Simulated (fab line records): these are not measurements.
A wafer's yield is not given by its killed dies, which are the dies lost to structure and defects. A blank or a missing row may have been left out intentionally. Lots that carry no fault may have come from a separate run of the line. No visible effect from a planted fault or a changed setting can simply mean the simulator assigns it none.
2 desks, one fault	flow rit-cmos	each desk has only its own numbers; what lay behind them comes last

THE TOOL OWNER'S DESK: lpcvd-01
The tool's own readings at RIT_ACTIVE_CVD_03 (deposits Si3N4 from SiH2Cl2/NH3, target thk 150 nm, time 1500 s): means of the sampled wafers that have a number, for each lot that ran on this tool. Marked OUT: a lot whose mean sits more than 4 standard deviations from the usual mean, which makes it out of limits; the brackets give that distance.
Columns: A = zone-power-source-pct at RIT_ACTIVE_CVD_03, usual 20.5 %
lot	first seen here	A
L910	day 1 22:07	20.1
L911	day 2 03:07	20.1
L912	day 2 08:07	17.9
L913	day 2 13:35	18.1
L916	day 3 04:38	20.2
L928	day 5 18:44	20.3
L930	day 6 02:38	18.0
Result from this desk: across the 7 lots, nothing is out of limits.

AT THE METROLOGY DESK
Means of the sampled wafers that have a number, per lot and without regard to the tool the lot ran on: this is what the gauges read. Marked OUT: a lot whose mean sits more than 4 standard deviations from the usual mean, which makes it out of limits; the brackets give that distance.
Columns: A = ACTIVE_NITRIDE_THK at RIT_ACTIVE_THK_MEAS_04, usual 149.7 nm
lot	first seen here	A
L908	day 1 15:32	151.4
L909	day 1 20:47	146.8
L910	day 1 23:32	149.2
L911	day 2 04:32	149.7
L912	day 2 09:32	148.9
L913	day 2 15:43	134.5 (-11) OUT
L915	day 3 00:32	147.3
L916	day 3 06:02	131.5 (-13) OUT
L923	day 4 16:32	151.0
L925	day 5 02:32	148.2
L928	day 5 20:08	152.7
L929	day 5 23:58	149.8
L930	day 6 04:04	150.9
L931	day 6 09:19	149.6
Finding of this desk: L913, L916 out of limits, first seen on L913 at day 2 15:43 (ACTIVE_NITRIDE_THK at RIT_ACTIVE_THK_MEAS_04). L908, L909, L910, L911, L912, L915, L923, L925, L928, L929, L930, L931 stayed within limits.

BROUGHT TOGETHER
Metrology desk: alarm possible at day 2 15:43 on L913, L916.
The desk of the tool owner found nothing out of limits.
Tool owner's desk: L913, L916 on record, inside its limits.
On lpcvd-01, each named lot ran RIT_ACTIVE_CVD_03.

WHAT THE SIMULATOR HAD INSERTED
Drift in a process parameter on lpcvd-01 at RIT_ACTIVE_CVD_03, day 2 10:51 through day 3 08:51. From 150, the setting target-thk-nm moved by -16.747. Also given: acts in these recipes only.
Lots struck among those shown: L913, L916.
Delay in hours, fault start to first out-of-limits reading, per desk: metrology desk 5.
